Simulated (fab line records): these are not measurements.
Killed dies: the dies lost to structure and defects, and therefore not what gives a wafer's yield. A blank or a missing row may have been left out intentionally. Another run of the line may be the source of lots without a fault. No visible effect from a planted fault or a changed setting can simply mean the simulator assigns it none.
A struck lot beside a sound one | flow rit_cmos | 14 steps out of a route of 202
Sound: wafers L112.3, L112.4, L112.5. The struck wafers were L108.1, L108.2, L108.4. Last of all comes the cause.
Order at every step that has rows: each side's tool, ch and its chambers, its first start. Under that, the readings that differ: sound wafers | struck wafers | difference of the means | sigmas: that difference in standard deviations of wafers without a fault.
alike: words and numbers the same on both sides, and readings whose means are apart by under 2 such deviations; not compared: readings that were withheld, readings missing a value for some wafer, numbers with overlapping values and no deviation given by the record, and bounds like >300 which may hide the same value.
Wherever a step has rows on one side only, a row that says differs or no value, or a row with sigmas, the two part there. Numbers that have no deviation but don't overlap get no sigmas and don't part them. A reading that every wafer of one side lacks parts them only if that side has two wafers or more.

first, 2 steps without rows for these wafers: RIT_NLDD_PEB_04; RIT_NLDD_DEVELOP_05 (develop time 50 s).
RIT_NLDD_OVL_MEAS_06:
  sound on overlay-01 at day 5 21:31; struck on overlay-02 at day 5 02:16
  alike: NLDD_OVL
then, 2 steps without rows for these wafers: RIT_NLDD_HARDBAKE_07 (time 60 s); RIT_NLDD_IMPLANT_08.
RIT_NLDD_STRIP_09: strips in O2, time 180 s.
  sound on plasma_asher-02 ch 0,1, day 5 21:53; struck on plasma_asher-01 ch 0,1, day 5 02:36
  alike: drypump_motor_current_A, rf_refl_power_W
  not compared: rf_hours_counter_h
RIT_NLDD_TW_MEAS_10:
  sound on film_metro-03 at day 5 22:02; struck on film_metro-01 at day 5 02:47
  alike: NLDD_TW
then, 5 steps without rows for these wafers: RIT_PLDD_HMDS_00 (prime time 60 s); RIT_PLDD_COAT_01 (resist thk 1000 nm); RIT_PLDD_SOFTBAKE_02 (time 60 s); RIT_PLDD_EXPOSE_03 (exposes mask M8, target cd 40900 nm); RIT_PLDD_PEB_04.
RIT_PLDD_DEVELOP_05: develop time 50 s.
  sound on litho_track-04 ch 0, day 5 22:00; struck on litho_track-03, day 5 03:00
  no value came back on the struck wafers for chill_plate_temp_C (C), develop_time_s (s); on the sound wafers chill_plate_temp_C (C) reads 22.95 23.00 22.90
RIT_PLDD_OVL_MEAS_06:
  sound on overlay-01 at day 5 22:56; struck on overlay-01 at day 5 03:56
  reading       | sound          | struck | difference                    | sigmas
  PLDD_OVL (nm) | -1.8 -2.3 -2.2 | - - -  | no value on the struck wafers |

WHERE THEY PART
Earliest at RIT_PLDD_DEVELOP_05; latest, in this record, at RIT_PLDD_OVL_MEAS_06.

WHY: the cause the simulator had injected
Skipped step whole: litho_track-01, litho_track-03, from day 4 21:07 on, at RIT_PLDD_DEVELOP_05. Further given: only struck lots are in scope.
